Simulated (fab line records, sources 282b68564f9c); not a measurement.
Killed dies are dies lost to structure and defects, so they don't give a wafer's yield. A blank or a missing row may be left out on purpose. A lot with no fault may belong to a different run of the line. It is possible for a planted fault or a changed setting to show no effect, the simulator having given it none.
The tool behind it: which one?    flow rit_cmos    Sampling: 7 lots, 21 wafers, 2 of 202 route steps

== WHAT EACH GAUGE READ, for each wafer ==
RIT_PSD_TW_MEAS_10.
lot   measured     on             PSD_TW
L578  day 3 08:33  film_metro-02  3413 3419 3398
L581  day 3 21:25  film_metro-04  3382 3365 3393
L587  day 5 04:04  film_metro-02  3564 3559 3566
L589  day 5 14:22  film_metro-04  3371 3382 3387
L592  day 6 08:04  film_metro-02  3422 3407 3407
L597  day 7 07:05  film_metro-03  3352 3359 3372
L600  day 7 23:05  film_metro-04  3382 3391 3372

== TOOL THAT RAN EACH LOT (tool first, then ch and the chambers of the sampled wafers, then the start) ==
lot   RIT_PSD_IMPLANT_08
L578  implanter-01 ch 0, day 3 08:13
L581  implanter-01 ch 0, day 3 21:07
L587  implanter-01 ch 0, day 5 03:46
L589  implanter-03 ch 0, day 5 14:04
L592  implanter-04 ch 0, day 6 07:44
L597  implanter-03 ch 0, day 7 06:47
L600  implanter-04 ch 0, day 7 22:47
- RIT_PSD_IMPLANT_08

== THE ANSWER, worked out from the rows above alone ==
Rule: the lots themselves supply what counts as usual. Put in order of their means at a reading, lots are off if they are a third of the lots or fewer, leave a main group of 4 or more, and stand apart from it by a gap of 3 or more times the standard deviation of the main group's means; of several such gaps the widest counts. The tables above print the reading to a certain number of digits; a main group whose means all agree to those digits is not used. Also off: a lot with no number at a reading for which 4 or more lots have one. Any other lot the step has rows for is counted as sound.
Off: at RIT_PSD_TW_MEAS_10 (PSD_TW), L587. Main group: mean 3387, sd 18.
If a tool, at a process step before that reading, ran all the lots that are off and no sound lot after the first of them, it fits. The gauges at RIT_PSD_TW_MEAS_10 are tried like those tools. One candidate fits, namely implanter-01 at RIT_PSD_IMPLANT_08. Its last sound lot is L581 (day 3 21:07), its first lot that is off L587 (day 5 03:46): a fault that began between those two fits.

== WHAT THE SIMULATOR HAD PUT IN ==
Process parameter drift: implanter-01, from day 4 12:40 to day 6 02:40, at RIT_PSD_IMPLANT_08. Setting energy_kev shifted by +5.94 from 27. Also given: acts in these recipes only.
Shown lots that were struck: L587. The rule given above showed the same thing.
